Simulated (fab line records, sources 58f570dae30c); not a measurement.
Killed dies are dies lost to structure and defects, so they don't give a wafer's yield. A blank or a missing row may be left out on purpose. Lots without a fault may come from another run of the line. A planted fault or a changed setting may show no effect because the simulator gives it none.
One fault seen from 2 desks | flow berkeley_cmos170 | each desk has only its own numbers; what lay behind them comes last

THE TOOL OWNER'S DESK: rie_si-02
The tool's own readings at UCB170_GATE_ETCH_15 (etches poly-Si in HBr/Cl2, stops on SiO2, time 56.3 s, target depth 278.2 nm): means of the sampled wafers that have a number, for each lot that ran on this tool. A lot is out of limits, marked OUT, if its mean lies more than 4 standard deviations from the usual mean; the brackets give that distance.
Columns: A = drypump_motor_current_A at UCB170_GATE_ETCH_15, usual 5.6 A; B = oes_product_au at UCB170_GATE_ETCH_15, usual 0.833 a.u.; C = run_length_s at UCB170_GATE_ETCH_15, usual 84.6 s; D = throttle_valve_pct at UCB170_GATE_ETCH_15, usual 26.40 %
lot  | first seen here | A   | B                | C              | D
L138 | day 7 19:20     | 5.5 | 0.826            | 84.0           | 26.49
L139 | day 7 19:37     | 5.5 | 0.827            | 83.9           | 26.49
L142 | day 8 11:07     | 5.4 | 0.824            | 84.1           | 26.37
L146 | day 8 21:37     | 5.6 | 0.825            | 84.2           | 26.48
L144 | day 8 21:56     | 5.7 | 0.811            | 84.0           | 26.67
L147 | day 9 10:41     | 5.8 | 0.896 (+4.5) OUT | 77.0 (-17) OUT | 26.31
L149 | day 9 11:17     | 5.3 | 1.015 (+13) OUT  | 61.4 (-52) OUT | 26.17
This desk's finding: out of limits on L147, L149; first on L147, day 9 10:41 (oes_product_au at UCB170_GATE_ETCH_15). In limits: L138, L139, L142, L146, L144.

THE METROLOGY DESK
What the gauges read, lot by lot, whatever tool the lot ran on: means of the sampled wafers that have a number. A lot is out of limits, marked OUT, if its mean lies more than 4 standard deviations from the usual mean; the brackets give that distance.
Columns: A = PFIELD_TW at UCB170_PFIELD_TW_MEAS_09, usual 609; B = SACOX_OXIDE_THK at UCB170_SACOX_THK_MEAS_02, usual 14.4 nm; C = GATE_POLY_THK at UCB170_GATE_THK_MEAS_05, usual 213.9 nm
lot  | first seen here | A   | B    | C
L135 | day 5 12:32     | 607 | 14.6 | 213.3
L140 | day 5 21:27     | 608 | 14.8 | 214.7
L139 | day 5 21:41     | 605 | 14.9 | 211.4
L138 | day 5 21:55     | 608 | 14.8 | 211.8
L141 | day 6 14:17     | 607 | 14.3 | 214.9
L142 | day 6 14:31     | 600 | 14.6 | 212.1
L146 | day 7 04:16     | 599 | 14.1 | 211.1
L144 | day 7 04:32     | 618 | 14.0 | 210.4
L150 | day 7 16:30     | 616 | 14.4 | 213.0
L147 | day 7 16:43     | 600 | 14.4 | 213.3
L149 | day 7 17:31     | 615 | 14.3 | 216.7
L154 | day 8 10:57     | 618 | 14.4 | 217.4
L157 | day 8 20:21     | 618 | 14.0 | 214.0
L156 | day 8 22:09     | 606 | 13.9 | 212.1
This desk's finding: nothing out of limits on any of the 14 lots.

PUT TOGETHER
The tool owner's desk could have raised an alarm at day 9 10:41, on L147, L149.
The metrology desk saw nothing out of limits.
The metrology desk has L147, L149 on record, within its limits.
Of the lots named, all ran UCB170_GATE_ETCH_15 on rie_si-02.

WHAT THE SIMULATOR HAD PUT IN
Process parameter drift: rie_si-02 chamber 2, from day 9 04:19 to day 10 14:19, at UCB170_GATE_ETCH_15. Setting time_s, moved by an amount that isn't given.
Lots struck among those shown: L147, L149.
Hours from the fault's start to each desk's first reading out of limits: the tool owner's desk, 6.
